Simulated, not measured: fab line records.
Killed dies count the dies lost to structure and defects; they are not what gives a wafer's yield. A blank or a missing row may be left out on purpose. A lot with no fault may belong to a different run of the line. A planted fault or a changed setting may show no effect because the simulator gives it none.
fab line records -- flow berkeley_cmos170 -- part 2 of 2: steps 32 to 45 of 45
record lots=5, wafers=15, last_day=11
route steps=331 shown ACTIVE@61 PFIELD@79 FIELD@89 SACOX@97 SCREENOX@100 NVT@104
lots that met no fault: taken from a fault-free run of the same line
start_h: start of the lot's first displayed wafer, in hours after the record's first day -- wait_h: time in hours since the lot's previous step -- " unchanged from the row above -- L1.1+2: a row that stands for several wafers -- - no value, or no start given -- * or withheld: withheld -- < > ~ a bound
route shown NAME@n: a module of which the file shows steps, and the number in the route of the first -- usual: mean/standard deviation of fault-free wafers -- same: alike in all rows -- chamber/n: place in a boat -- sites: readings site by site -- _std_site: the values' standard deviation -- _edge_site: outer sites' mean less inner sites' -- radius_mm: how far each site lies from the wafer's centre -- mask NAME#n: copy n -- behind: the most recent tool/chamber to have shaped the wafer -- hold: what put the lot on hold/how long, in hours/how the hold closed -- device: transistor that didn't switch, given as n, p or np -- end of line: the same wafers' tests at the end of the route -- a step without rows: its recipe alone -- killed: dies that structure and defects cost at the first sort, which is not the same as the wafer's yield -- map: a wafer's dies, x killed, . not, _ none there
set.NAME: the setting as run; set.NAME@STEP: as run at that earlier step -- model.NAME: the simulator's own value behind a step, which no gauge read
lots seen at some steps along the route; tables by step, rows by wafer
services: the hour from which a tool's chamber was out of use, counted from the record's first day as start_h (under 0 if before that day), plus the number of hours and why
## steps
# step UCB170_FIELD_ANNEAL_03
# recipe temp_c=1000, time_s=1200, ambient=N2
# usual spike_tc_load_C=1024/3
lot.wafer,tool,chamber,start_h,wait_h,spike_tc_load_C
L075.1,furnace-04,0,106.82,2.8,1026
L075.5,furnace-04,0,106.82,2.8,1025
L075.6,furnace-04,0,106.82,2.8,1025
L076.1,furnace-04,0,120.51,5.1,1025
L076.2,furnace-04,0,120.51,5.1,1025
L076.3,furnace-04,0,120.51,5.1,1023
L078.1,furnace-04,0,120.51,5.2,1024
L078.2,furnace-04,0,120.51,5.2,1026
L078.4,furnace-04,0,120.51,5.2,1026
L081.1,furnace-02,0,134.38,1.7,1026
L081.2,furnace-02,0,134.38,1.7,1027
L081.3,furnace-02,0,134.38,1.7,1025
L087.1,furnace-02,0,181.73,4.0,1026
L087.4,furnace-02,0,181.73,4.0,1026
L087.6,furnace-02,0,181.73,4.0,1027
# step UCB170_FIELD_WET_ETCH_04
# recipe chemistry=dHF, dilution=10:1, target=SiO2, temp_c=25, time_s=60
lot.wafer,tool,chamber,start_h,wait_h
L075.1+5+6,wet_bench-02,1,108.34,0.2
L076.1+2+3,wet_bench-02,1,121.90,0.1
L078.1+2+4,wet_bench-02,2,121.90,0.1
L081.1+2+3,wet_bench-02,3,135.72,0.0
L087.1+4+6,wet_bench-03,2,184.56,1.5
# step UCB170_FIELD_WET_ETCH_05
# recipe chemistry=H3PO4, target=Si3N4, temp_c=160, time_s=12600
lot.wafer,tool,chamber,start_h,wait_h
L075.1+5+6,wet_bench-02,2,108.37,0.0
L076.1+2+3,wet_bench-02,3,121.92,0.0
L078.1+2+4,wet_bench-02,2,121.92,0.0
L081.1+2+3,wet_bench-02,0,135.74,0.0
L087.1+4+6,wet_bench-03,0,184.78,0.2
# step UCB170_FIELD_WET_ETCH_06
# recipe chemistry=BOE, dilution=5:1, target=SiO2, temp_c=25, time_s=22
lot.wafer,tool,chamber,start_h,wait_h
L075.1+5+6,wet_bench-02,1,112.20,0.0
L076.1+2+3,wet_bench-02,0,125.43,0.0
L078.1+2+4,wet_bench-02,2,125.43,0.0
L081.1+2+3,wet_bench-02,2,139.25,0.0
L087.1+4+6,wet_bench-02,0,188.29,0.0
# step UCB170_FIELD_THK_MEAS_90
# recipe reads=SiO2_of_FIELD_OXIDATION_01
# usual FIELD_OXIDE_LEFT_1_THK=441/10
lot.wafer,tool,chamber,start_h,wait_h,FIELD_OXIDE_LEFT_1_THK[nm]
L075.1,film_metro-02,-,112.21,0.0,434
L075.5,film_metro-02,-,112.21,0.0,438
L075.6,film_metro-02,-,112.21,0.0,433
L076.1,film_metro-02,-,125.45,0.0,461
L076.2,film_metro-02,-,125.45,0.0,457
L076.3,film_metro-02,-,125.45,0.0,460
L078.1,film_metro-01,-,125.45,0.0,438
L078.2,film_metro-01,-,125.45,0.0,436
L078.4,film_metro-01,-,125.45,0.0,437
L081.1,film_metro-01,-,139.26,0.0,451
L081.2,film_metro-01,-,139.26,0.0,443
L081.3,film_metro-01,-,139.26,0.0,449
L087.1,film_metro-03,-,188.32,0.0,434
L087.4,film_metro-03,-,188.32,0.0,428
L087.6,film_metro-03,-,188.32,0.0,437
# step UCB170_SACOX_CLEAN_00
# recipe chemistry=dHF, dilution=25:1, time_s=7.5
lot.wafer,tool,chamber,start_h,wait_h
L075.1+5+6,wet_bench-02,1,112.27,0.1
L076.1+2+3,wet_bench-04,2,125.51,0.1
L078.1+2+4,wet_bench-04,2,125.51,0.1
L081.1+2+3,wet_bench-02,0,139.32,0.1
L087.1+4+6,wet_bench-02,0,188.38,0.1
# step UCB170_SACOX_OXIDATION_01
# recipe temp_c=900, ambient=O2, target_thk_a=144, ox_time_s=2400
# usual spike_tc_load_C=923/3
lot.wafer,tool,chamber,start_h,wait_h,spike_tc_load_C
L075.1,furnace-01,0,115.90,3.6,917
L075.5,furnace-01,0,115.90,3.6,918
L075.6,furnace-01,0,115.90,3.6,918
L076.1,furnace-02,0,128.05,2.5,927
L076.2,furnace-02,0,128.05,2.5,926
L076.3,furnace-02,0,128.05,2.5,926
L078.1,furnace-02,0,128.05,2.5,926
L078.2,furnace-02,0,128.05,2.5,926
L078.4,furnace-02,0,128.05,2.5,925
L081.1,furnace-01,0,143.44,4.1,918
L081.2,furnace-01,0,143.44,4.1,920
L081.3,furnace-01,0,143.44,4.1,919
L087.1,furnace-02,0,190.31,1.9,926
L087.4,furnace-02,0,190.31,1.9,927
L087.6,furnace-02,0,190.31,1.9,928
# step UCB170_SACOX_THK_MEAS_02
# recipe reads=SiO2_of_SACOX_OXIDATION_01
# usual SACOX_OXIDE_THK=14.50/0.29
lot.wafer,tool,chamber,start_h,wait_h,SACOX_OXIDE_THK[nm]
L075.1,film_metro-03,-,117.57,0.0,14.40
L075.5,film_metro-03,-,117.57,0.0,14.44
L075.6,film_metro-03,-,117.57,0.0,14.39
L076.1,film_metro-04,-,129.72,0.0,14.91
L076.2,film_metro-04,-,129.72,0.0,15.11
L076.3,film_metro-04,-,129.72,0.0,15.16
L078.1,film_metro-01,-,129.72,0.0,14.35
L078.2,film_metro-01,-,129.72,0.0,14.30
L078.4,film_metro-01,-,129.72,0.0,14.23
L081.1,film_metro-04,-,145.14,0.0,14.28
L081.2,film_metro-04,-,145.14,0.0,14.47
L081.3,film_metro-04,-,145.14,0.0,14.50
L087.1,film_metro-01,-,191.98,0.0,14.56
L087.4,film_metro-01,-,191.98,0.0,14.33
L087.6,film_metro-01,-,191.98,0.0,14.23
# step UCB170_SCREENOX_WET_ETCH_00
# recipe chemistry=dHF, dilution=25:1, target=SiO2, temp_c=25, time_s=200
lot.wafer,tool,chamber,start_h,wait_h
L075.1+5+6,wet_bench-02,0,117.63,0.1
L076.1+2+3,wet_bench-04,0,129.78,0.1
L078.1+2+4,wet_bench-04,0,129.78,0.1
L081.1+2+3,wet_bench-02,2,145.20,0.1
L087.1+4+6,wet_bench-02,2,192.04,0.1
# step UCB170_SCREENOX_OXIDATION_01
# recipe temp_c=900, ambient=O2, target_thk_a=144, ox_time_s=2400
# usual spike_tc_load_C=924.7/1.8
lot.wafer,tool,chamber,start_h,wait_h,spike_tc_load_C
L075.1,furnace-02,0,122.43,4.7,926.5
L075.5,furnace-02,0,122.43,4.7,925.5
L075.6,furnace-02,0,122.43,4.7,927.0
L076.1,furnace-02,0,132.72,2.9,926.1
L076.2,furnace-02,0,132.72,2.9,926.4
L076.3,furnace-02,0,132.72,2.9,926.3
L078.1,furnace-02,0,132.72,2.9,925.8
L078.2,furnace-02,0,132.72,2.9,925.7
L078.4,furnace-02,0,132.72,2.9,924.8
L081.1,furnace-01,0,150.95,5.7,916.9
L081.2,furnace-01,0,150.95,5.7,918.7
L081.3,furnace-01,0,150.95,5.7,918.9
L087.1,furnace-04,0,194.49,2.4,923.4
L087.4,furnace-04,0,194.49,2.4,923.8
L087.6,furnace-04,0,194.49,2.4,924.7
# step UCB170_SCREENOX_THK_MEAS_02
# recipe reads=SiO2_of_SCREENOX_OXIDATION_01
# usual SCREENOX_OXIDE_THK=14.6/0.31
lot.wafer,tool,chamber,start_h,wait_h,SCREENOX_OXIDE_THK[nm]
L075.1,film_metro-04,-,124.10,0.0,14.8
L075.5,film_metro-04,-,124.10,0.0,14.6
L075.6,film_metro-04,-,124.10,0.0,14.6
L076.1,film_metro-02,-,134.38,0.0,14.7
L076.2,film_metro-02,-,134.38,0.0,14.9
L076.3,film_metro-02,-,134.38,0.0,14.8
L078.1,film_metro-01,-,134.38,0.0,14.1
L078.2,film_metro-01,-,134.38,0.0,14.2
L078.4,film_metro-01,-,134.38,0.0,14.5
L081.1,film_metro-04,-,152.62,0.0,13.9
L081.2,film_metro-04,-,152.62,0.0,14.5
L081.3,film_metro-04,-,152.62,0.0,14.3
L087.1,film_metro-01,-,196.15,0.0,14.4
L087.4,film_metro-01,-,196.15,0.0,14.4
L087.6,film_metro-01,-,196.15,0.0,14.4
# step UCB170_SCREENOX_ANNEAL_03
# recipe temp_c=900, time_s=900, ambient=N2
# usual spike_tc_load_C=923.8/2.4
lot.wafer,tool,chamber,start_h,wait_h,spike_tc_load_C
L075.1,furnace-04,0,124.59,0.5,923.7
L075.5,furnace-04,0,124.59,0.5,923.0
L075.6,furnace-04,0,124.59,0.5,923.5
L076.1,furnace-02,0,137.07,2.7,925.5
L076.2,furnace-02,0,137.07,2.7,925.3
L076.3,furnace-02,0,137.07,2.7,924.9
L078.1,furnace-02,0,137.07,2.7,927.3
L078.2,furnace-02,0,137.07,2.7,925.8
L078.4,furnace-02,0,137.07,2.7,926.7
L081.1,furnace-04,0,156.66,4.0,924.3
L081.2,furnace-04,0,156.66,4.0,923.5
L081.3,furnace-04,0,156.66,4.0,924.5
L087.1,furnace-04,0,200.09,3.9,924.2
L087.4,furnace-04,0,200.09,3.9,923.9
L087.6,furnace-04,0,200.09,3.9,924.8
# step UCB170_NVT_HMDS_00
# recipe prime_time_s=60, prime_temp_c=100
lot.wafer,tool,chamber,start_h,wait_h
L075.1+5+6,litho_track-01,0,126.80,1.0
L076.1+2+3,litho_track-03,0,138.32,0.0
L078.1+2+4,litho_track-01,0,138.32,0.0
L081.1+2+3,litho_track-02,0,158.67,0.8
L087.1+4+6,litho_track-02,0,201.50,0.2
# step UCB170_NVT_COAT_01
# recipe resist=KrF, spin_rpm=1500, resist_thk_nm=900
lot.wafer,tool,chamber,start_h,wait_h
L075.1+5+6,litho_track-01,0,126.95,0.1
L076.1+2+3,litho_track-03,0,138.47,0.1
L078.1+2+4,litho_track-01,0,138.47,0.1
L081.1+2+3,litho_track-02,0,158.82,0.1
L087.1+4+6,litho_track-02,0,201.65,0.1
## services
tool,chamber,start_h,hours,kind
krf_scanner-02,-,58.98,3.6,pm
furnace-01,-,62.15,3.9,pm
rie_diel-02,-,76.62,0.9,repair
krf_scanner-01,-,85.71,0.8,pm
plasma_asher-01,-,94.64,0.3,repair
rie_diel-02,2,99.06,7.7,repair
plasma_asher-01,-,107.82,14.6,pm
plasma_asher-03,-,108.75,9.0,pm
rie_diel-01,1,109.70,1.2,repair
rie_diel-02,2,114.85,117.9,repair
wet_bench-03,-,122.01,1.9,pm
krf_scanner-01,-,131.88,3.6,pm
furnace-02,-,144.32,3.4,pm
krf_scanner-01,-,144.96,1.3,pm
wet_bench-02,-,147.84,2.1,repair
rie_diel-01,-,149.20,0.2,repair
plasma_asher-04,-,159.40,2.5,repair
furnace-01,-,161.84,7.7,repair
plasma_asher-04,-,166.23,1.9,repair
lpcvd-01,-,167.54,6.0,pm
krf_scanner-01,-,170.76,1.0,pm
wet_bench-02,-,179.47,7.3,repair
wet_bench-01,-,182.29,3.9,repair
krf_scanner-01,-,200.02,0.7,repair
